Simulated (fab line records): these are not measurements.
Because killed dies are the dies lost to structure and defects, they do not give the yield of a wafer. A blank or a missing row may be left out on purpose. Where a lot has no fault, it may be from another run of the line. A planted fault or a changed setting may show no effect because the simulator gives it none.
A struck lot beside a sound one ; flow ritCmos ; 17 out of 202 route steps
Sound: these wafers, L802.4, L802.5, L802.6. Wafers L797.3, L797.5, L797.6 were the ones struck. The cause is given at the end.
At each step with rows: each side's tool, then ch and its chambers, then its first start. Under that, the readings that differ: sound wafers ; struck wafers ; difference of the means ; sigmas: that difference in standard deviations of wafers without a fault.
alike: words and numbers the same on both sides, and readings whose means are apart by under 2 such deviations; not compared: readings that were withheld, readings missing a value for some wafer, numbers with overlapping values and no deviation given by the record, and bounds like >300 which may hide the same value.
The two part at a step that has a row with sigmas, a row that says differs or no value, or rows on one side only. When numbers do not overlap yet have no deviation, they are printed without sigmas and do not part them. Lack of a reading on every wafer of one side parts them only where that side has two or more wafers.

RIT_PWELL_TW_MEAS_10:
  sound on filmMetro-01, day 5 12:28; struck on filmMetro-02, day 4 10:34
  alike: PWELL_TW
then, 1 step without rows for these wafers: RIT_WELLDRIVE_ANNEAL_00 (time 14700 s).
RIT_WELLDRIVE_RS_MEAS_01: measurement is done with a four-point probe.
  sound on filmMetro-01, day 5 17:38; struck on filmMetro-02, day 4 15:43
  alike: NWELL_RS
RIT_WELLDRIVE_RS_MEAS_02: measurement is done with a four-point probe.
  sound on filmMetro-01, day 5 17:46; struck on filmMetro-02, day 4 15:50
  alike: PWELL_RS
then, 6 steps without rows for these wafers: RIT_NRETRO_HMDS_00 (prime time 60 s); RIT_NRETRO_COAT_01 (resist thk 1300 nm); RIT_NRETRO_SOFTBAKE_02 (time 60 s); RIT_NRETRO_EXPOSE_03 (exposes mask M4, target cd 43900 nm); RIT_NRETRO_PEB_04; RIT_NRETRO_DEVELOP_05 (develop time 68 s).
RIT_NRETRO_OVL_MEAS_06:
  sound on overlay-01, day 5 18:50; struck on overlay-02, day 4 16:56
  alike: NRETRO_OVL
then, 1 step without rows for these wafers: RIT_NRETRO_HARDBAKE_07 (time 120 s).
RIT_NRETRO_IMPLANT_08:
  sound on implanter-01 ch 0, day 5 19:11; struck on implanter-02 ch 0, day 4 17:16
reading;sound;struck;difference;sigmas
beamEnergyKeV;69.990 69.998 70.003;94.461 94.477 94.489;+24.479;+99 or more
model.implant.rpNm (nm);87.64 87.64 87.64;112.8 112.8 112.8;+25.2;
model.implant.drpNm (nm);33.94 33.94 33.94;43.45 43.45 43.45;+9.51;
  alike: endStationPressureTorr
RIT_NRETRO_STRIP_09: strips in O2, time 180 s.
  sound on plasmaAsher-02 ch 0,1, day 5 19:19; struck on plasmaAsher-01 ch 0,1, day 4 17:25
  alike: drypumpMotorCurrentA
  not compared: rfHoursCounterH
RIT_NRETRO_TW_MEAS_10:
  sound on filmMetro-01, day 5 19:28; struck on filmMetro-04, day 4 17:34
reading;sound;struck;difference;sigmas
NRETRO_TW;1060 1062 1054;1119 1116 1117;+59;+7
then, 1 step without rows for these wafers: RIT_PRETRO_HMDS_00 (prime time 60 s).
RIT_M1_PROBE_99:
  sound on prober-01, day 7 02:22; struck on prober-02, day 5 20:53
reading;sound;struck;difference;sigmas
model.etest.pmos_0p3.rOnOhmUm;6213 6216 6166;5864 5749 5807;-392;
model.etest.pmosTurned.rOnOhmUm;3370 3348 3296;3166 3138 3158;-184;
model.etest.pmos_0p15.rOnOhmUm;2744 2715 2672;2582 2545 2588;-139;
model.etest.pmos_0p15.driveUaUm;262.1 259.7 267.7;282.1 285.1 282.9;+20.2;
model.etest.pmosTurned.driveUaUm;198.7 197.4 202.9;217.3 217.2 218.2;+17.9;
model.etest.pmosNarrow.driveUaUm;107.5 106.4 107.1;114 119 116.5;+10;
model.etest.pmos_0p3.driveUaUm;105.4 101.5 102.5;112.5 114.7 114.6;+10.8;
  alike: killed_at_M0_to_M3, killedAtContacts, killedAtFrontEnd, killedDies, killedOpen, killedShort
  not compared: model.etest.wellEdgeRight.lineOhmUm

## WHERE THEY PART
Earliest at RIT_NRETRO_IMPLANT_08; latest, in this record, at RIT_NRETRO_TW_MEAS_10. Later steps at which nothing parts them and some readings are alike: RIT_M1_PROBE_99.

WHY: what had been put in by the simulator
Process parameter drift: implanter-02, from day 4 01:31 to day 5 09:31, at RIT_NRETRO_IMPLANT_08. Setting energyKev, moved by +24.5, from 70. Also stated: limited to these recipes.
